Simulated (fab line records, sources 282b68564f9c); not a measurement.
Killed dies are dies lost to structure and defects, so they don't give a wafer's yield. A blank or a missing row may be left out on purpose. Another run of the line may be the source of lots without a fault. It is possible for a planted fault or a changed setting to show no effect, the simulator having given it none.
Which tool is to blame? | flow ritCmos | 45 wafers from 15 lots sampled at 2 of the route's 202 steps

WHAT EACH GAUGE READ, for each wafer
RIT_NRETRO_OVL_MEAS_06.
lot  | measured    | on         | NRETRO_OVL (nm)
L394 | day 2 10:28 | overlay-01 | -1.5 -1.1 -0.3
L395 | day 2 14:23 | overlay-02 | -1.2 -0.2 0.3
L396 | day 2 16:31 | overlay-02 | -0.4 0.4 -0.9
L397 | day 2 22:49 | overlay-01 | 1.0 0.3 0.5
L398 | day 3 03:26 | overlay-02 | 1.0 0.1 -0.8
L399 | day 3 08:31 | overlay-02 | -2.4 -2.3 -1.8
L402 | day 3 21:55 | overlay-01 | -0.3 0.3 -0.6
L403 | day 4 06:16 | overlay-01 | 1.0 1.0 -1.0
L407 | day 5 01:52 | overlay-01 | -1.0 -1.4 -1.8
L408 | day 5 06:28 | overlay-02 | 3321.5 3322.4 3321.2
L409 | day 5 11:34 | overlay-01 | 3322.3 3323.6 3322.5
L411 | day 5 23:23 | overlay-01 | -0.5 0.8 -2.1
L412 | day 6 03:55 | overlay-01 | 3322.5 3323.8 3321.7
L415 | day 6 19:23 | overlay-01 | -1.6 -3.2 -4.7
L416 | day 6 21:14 | overlay-01 | -3.9 -1.9 -1.3

TOOL THAT RAN EACH LOT (tool first, then ch and the chambers of the sampled wafers, then the start)
lot  | RIT_NRETRO_EXPOSE_03
L394 | ilineStepper-02 ch 0, day 2 10:02
L395 | ilineStepper-01 ch 0, day 2 13:57
L396 | ilineStepper-02 ch 0, day 2 15:55
L397 | ilineStepper-02 ch 0, day 2 22:23
L398 | ilineStepper-01 ch 0, day 3 03:02
L399 | ilineStepper-02 ch 0, day 3 08:05
L402 | ilineStepper-01 ch 0, day 3 21:29
L403 | ilineStepper-01 ch 0, day 4 05:50
L407 | ilineStepper-02 ch 0, day 5 01:27
L408 | ilineStepper-02 ch 0, day 5 06:03
L409 | ilineStepper-02 ch 0, day 5 11:09
L411 | ilineStepper-01 ch 0, day 5 22:58
L412 | ilineStepper-02 ch 0, day 6 03:29
L415 | ilineStepper-01 ch 0, day 6 18:58
L416 | ilineStepper-01 ch 0, day 6 20:47
- RIT_NRETRO_EXPOSE_03: exposes mask M4, target cd 43900 nm.

AS READ BY THE TOOLS THEMSELVES (means over the sampled wafers that have a number; for cases with no such wafer, the mark the record gives instead)
The record holds no such reading with a usual standard deviation.

THE ANSWER, worked out from the rows above alone
Rule: usual is defined by the lots themselves. The widest of any qualifying gaps counts: lots, ordered by their means at a reading, are off when they make up no more than a third of the lots, leave a main group of 4 or more, and stand apart from it by 3 or more times the standard deviation of that group's means. Not used: any main group whose means are identical at the precision the tables above print for the reading. A lot without any number at a reading at which 4 lots or more have one is off too. Where the step has rows for the other lots, those lots are counted as sound. After the gauges, taken in route order, come the tools' own readings; for these a lot's mean is taken, as printed above. At the first step where some lot is off, the reading lying furthest off is the one used; lots without a number count as furthest.
Off: at RIT_NRETRO_OVL_MEAS_06 (NRETRO_OVL), L408, L409, L412. For the main group the mean is -0.9 nm and the standard deviation 1.1.
If a tool, at a process step before that reading, ran all the lots that are off and no sound lot after the first of them, it fits. Those tools and the gauges at RIT_NRETRO_OVL_MEAS_06 are tried in the same way. One fits: RIT_NRETRO_EXPOSE_03 on ilineStepper-02. Its last sound lot is L407 (day 5 01:27), its first lot that is off L408 (day 5 06:03): a fault that began between those two fits.

WHAT THE SIMULATOR HAD PUT IN
Scanner matching overlay: ilineStepper-02, from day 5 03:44 on, at RIT_NRETRO_EXPOSE_03. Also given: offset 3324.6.
Shown lots that were struck: L408, L409, L412. This agrees with what the rule above found.
